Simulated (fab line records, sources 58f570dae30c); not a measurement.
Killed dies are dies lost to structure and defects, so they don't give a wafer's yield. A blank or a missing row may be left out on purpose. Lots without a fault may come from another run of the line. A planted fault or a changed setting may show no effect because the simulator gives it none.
One fault seen from 2 desks | flow berkeley_cmos170 | each desk has only its own numbers; what lay behind them comes last

THE METROLOGY DESK
What the gauges read, lot by lot, whatever tool the lot ran on: means of the sampled wafers that have a number. A lot is out of limits, marked OUT, if its mean lies more than 4 standard deviations from the usual mean; the brackets give that distance.
Columns: A = cd_nm at UCB170_M2_CD_MEAS_15, usual 699.7 nm; B = cd_nm at UCB170_M3_CD_MEAS_15, usual 699.4 nm
lot  | first seen here | A     | B
L504 | day 8 22:03     | 698.5 | 699.4
L505 | day 9 05:31     | 699.4 | 697.6
L506 | day 9 05:53     | 699.0 | 698.2
L509 | day 9 16:28     | 700.7 | 702.1
L507 | day 9 16:35     | 699.6 | 698.2
L512 | day 10 19:49    | 696.7 | 698.5
L514 | day 11 07:34    | 700.9 | 701.3
L515 | day 11 10:12    | 699.4 | 700.4
L513 | day 11 10:17    | 701.2 | 699.1
L519 | day 11 23:17    | 699.1 | 700.7
L521 | day 12 15:51    | 699.5 | 699.8
L525 | day 13 06:40    | 697.6 | 697.5
L526 | day 13 06:45    | 700.3 | 699.4
This desk's finding: nothing out of limits on any of the 13 lots.

THE TOOL OWNER'S DESK: rie_diel-04
The tool's own readings at UCB170_SPACER_ETCHBACK_03 (etches SiO2 in CHF3/CF4/Ar, stops on Si, target depth 376 nm, time 100 s): means of the sampled wafers that have a number, for each lot that ran on this tool. A lot is out of limits, marked OUT, if its mean lies more than 4 standard deviations from the usual mean; the brackets give that distance.
Columns: A = drypump_motor_current_A at UCB170_SPACER_ETCHBACK_03, usual 5.5 A; B = oes_product_au at UCB170_SPACER_ETCHBACK_03, usual 0.900 a.u.; C = throttle_valve_pct at UCB170_SPACER_ETCHBACK_03, usual 6.47 %
lot  | first seen here | A   | B     | C
L504 | day 8 00:40     | 5.4 | 0.920 | 6.39
L506 | day 8 06:22     | 5.3 | 0.903 | 6.42
L515 | day 10 09:23    | 5.3 | 0.902 | 6.41
L519 | day 10 23:06    | 5.7 | 0.899 | 6.42
This desk's finding: nothing out of limits on any of the 4 lots.

PUT TOGETHER
The metrology desk saw nothing out of limits.
The tool owner's desk saw nothing out of limits.

WHAT THE SIMULATOR HAD PUT IN
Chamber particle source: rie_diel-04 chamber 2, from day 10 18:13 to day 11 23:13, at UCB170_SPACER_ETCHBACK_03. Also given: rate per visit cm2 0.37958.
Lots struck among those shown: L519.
